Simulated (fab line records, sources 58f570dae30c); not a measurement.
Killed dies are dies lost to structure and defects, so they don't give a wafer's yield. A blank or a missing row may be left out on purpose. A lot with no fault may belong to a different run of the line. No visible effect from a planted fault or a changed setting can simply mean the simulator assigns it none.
What tool caused it?	flow berkeleyCmos170	33 wafers from 11 lots sampled at 2 of the route's 331 steps

== WHAT THE GAUGES SHOWED, per wafer ==
UCB170_V2_THK_MEAS_01.
lot	measured	on	V2_TEOS_THK (nm)
L668	day 7 17:38	filmMetro-02	1988 2053 2052
L670	day 7 17:44	filmMetro-01	1995 2046 2032
L669	day 7 18:05	filmMetro-02	2002 1954 2032
L671	day 8 01:06	filmMetro-03	2016 1986 1995
L672	day 8 11:39	filmMetro-01	1975 2001 2032
L675	day 8 20:18	filmMetro-01	1975 1999 2031
L677	day 9 15:14	filmMetro-01	2235 2233 2269
L680	day 9 19:00	filmMetro-02	2236 2197 2249
L683	day 11 14:52	filmMetro-02	2014 1995 1947
L686	day 11 15:15	filmMetro-01	1943 1980 1936
L687	day 11 15:59	filmMetro-03	1940 2000 1952

== TOOL THAT RAN EACH LOT (tool first, then ch and the chambers of the sampled wafers, then the start) ==
lot	UCB170_V2_CVD_00
L668	pecvd-03 ch 0,1,2, day 7 17:28
L670	pecvd-04 ch 0,1, day 7 17:34
L669	pecvd-02 ch 0,2, day 7 17:56
L671	pecvd-03 ch 0,1,2, day 8 00:57
L672	pecvd-04 ch 1,2, day 8 11:30
L675	pecvd-04 ch 0,1,2, day 8 20:08
L677	pecvd-04 ch 0,2, day 9 15:05
L680	pecvd-04 ch 0,1, day 9 18:50
L683	pecvd-02 ch 0,2, day 11 14:41
L686	pecvd-02 ch 0,2, day 11 15:04
L687	pecvd-02 ch 0,2, day 11 15:45
- UCB170_V2_CVD_00: deposits SiO2 from TEOS/O2, target thk 2000 nm, time 250 s.

== THE ANSWER, worked out from the rows above alone ==
Rule: the usual values come from the lots themselves. The widest of any qualifying gaps counts: lots, ordered by their means at a reading, are off when they make up no more than a third of the lots, leave a main group of 4 or more, and stand apart from it by 3 or more times the standard deviation of that group's means. A main group is skipped when, at the precision printed for the reading in the tables above, its means are all equal. Also off: a lot with no number at a reading for which 4 or more lots have one. All remaining lots with rows at the step are treated as sound.
Off: at UCB170_V2_THK_MEAS_01 (V2_TEOS_THK), L677, L680. Main group: mean 1995 nm, sd 24.
If a tool, at a process step before that reading, ran all the lots that are off and no sound lot after the first of them, it fits. Gauges at UCB170_V2_THK_MEAS_01: tried the same way as those tools. One candidate fits, namely pecvd-04 at UCB170_V2_CVD_00. Its last sound lot is L675 (day 8 20:08), its first lot that is off L677 (day 9 15:05): a fault that began between those two fits.

== WHAT THE SIMULATOR PUT IN ==
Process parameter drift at UCB170_V2_CVD_00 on pecvd-04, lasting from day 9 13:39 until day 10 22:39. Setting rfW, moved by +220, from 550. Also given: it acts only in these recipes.
Struck lots among those shown: L677, L680. The rule above found the same.
